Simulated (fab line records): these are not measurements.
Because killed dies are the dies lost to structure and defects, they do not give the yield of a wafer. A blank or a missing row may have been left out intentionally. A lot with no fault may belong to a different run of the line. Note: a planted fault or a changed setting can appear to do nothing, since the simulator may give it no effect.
Problem report, 8D (eight disciplines) form, completed by code ; flow rit-cmos ; the parts of the form that need people (team, actions taken, sign-off) are left out

== 1. THE ISSUE ==
At RIT_NWELL_SOFTBAKE_02, heater-power-total-W averages 33.74 W over 6 wafers from 2 lots, while fault-free wafers read 34.56 W, standard deviation 0.052. That puts it -16 standard deviations away from the usual mean.
The step: time 60 s.
Earliest sighting: wafer L588.1 on litho-track-03 at day 3 23:34. The record has a number at this step for 42 wafers belonging to 14 lots. By rule, "out" or "out of limits" means more than 4 standard deviations away from the usual mean. Any other wafer with a number is counted as sound.

== 2. WHAT THIS IS AND IS NOT ==
question;is;is not
which readings at this step;heater-power-total-W, plate-temp-C;-
which lots;L588, L590;L578, L579, L580, L583, L586, L591, L592, L593, L595, L596, L597, L599
which wafers of those lots;all that have a number;-
read on which tools;litho-track-03;litho-track-01, litho-track-04
when;from day 3 23:34;"up to then (15 sound wafers); but 21 sound wafers of L591, L592, L593, L595, L596, L597, L599 came after"

== 3. SUSPECTS, AND WHAT RULES EACH OUT ==
Counting: a tool at any process step up to the reading remains a suspect when it ran all the lots that are out and ran no sound lot after the first of those.
- litho-track-03 at RIT_NWELL_SOFTBAKE_02 (time 60 s): kept. It ran every lot that is out, first L588 (day 3 23:34), and no sound lot after that; its last sound lot up to then is L580 (day 2 07:23). On those wafers its own readings are out: heater-power-total-W, plate-temp-C.
Left after counting: litho-track-03 at RIT_NWELL_SOFTBAKE_02.

== 4. THE CAUSE (what the simulator had put in) ==
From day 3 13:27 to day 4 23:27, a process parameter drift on litho-track-03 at RIT_NWELL_SOFTBAKE_02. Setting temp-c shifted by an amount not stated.
After counting, this tool was the only one left.

== 5. THE CHAIN OF EFFECTS, in route order ==
Rows list readings where the struck wafers' mean (over those with a number) sits beyond 3 standard deviations from the usual. Only readings for which the record gives a usual standard deviation are gone through. hours: the time from each lot's start at the first step in this table that gives one to its start at this step, as a median over the lots. sigmas: the change in usual standard deviations.
hours;step;reading;usual;on struck wafers;change;sigmas
0;RIT_NWELL_SOFTBAKE_02;heater-power-total-W;34.56 W;33.74;-0.82;-16
0;RIT_NWELL_SOFTBAKE_02;plate-temp-C;90.01 C;88.64;-1.37;-11
Its process steps:
- RIT_NWELL_SOFTBAKE_02: time 60 s.
At these later measuring or inspecting steps, every struck wafer for which the step has a row has a number for every such reading, and none has moved that far: RIT_NRETRO_OVL_MEAS_06.

== 6. HOW IT WOULD HAVE BEEN CAUGHT EARLIER ==
First out-of-limits reading in this record: day 3 23:34, which is 10 hours after fault onset at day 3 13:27.
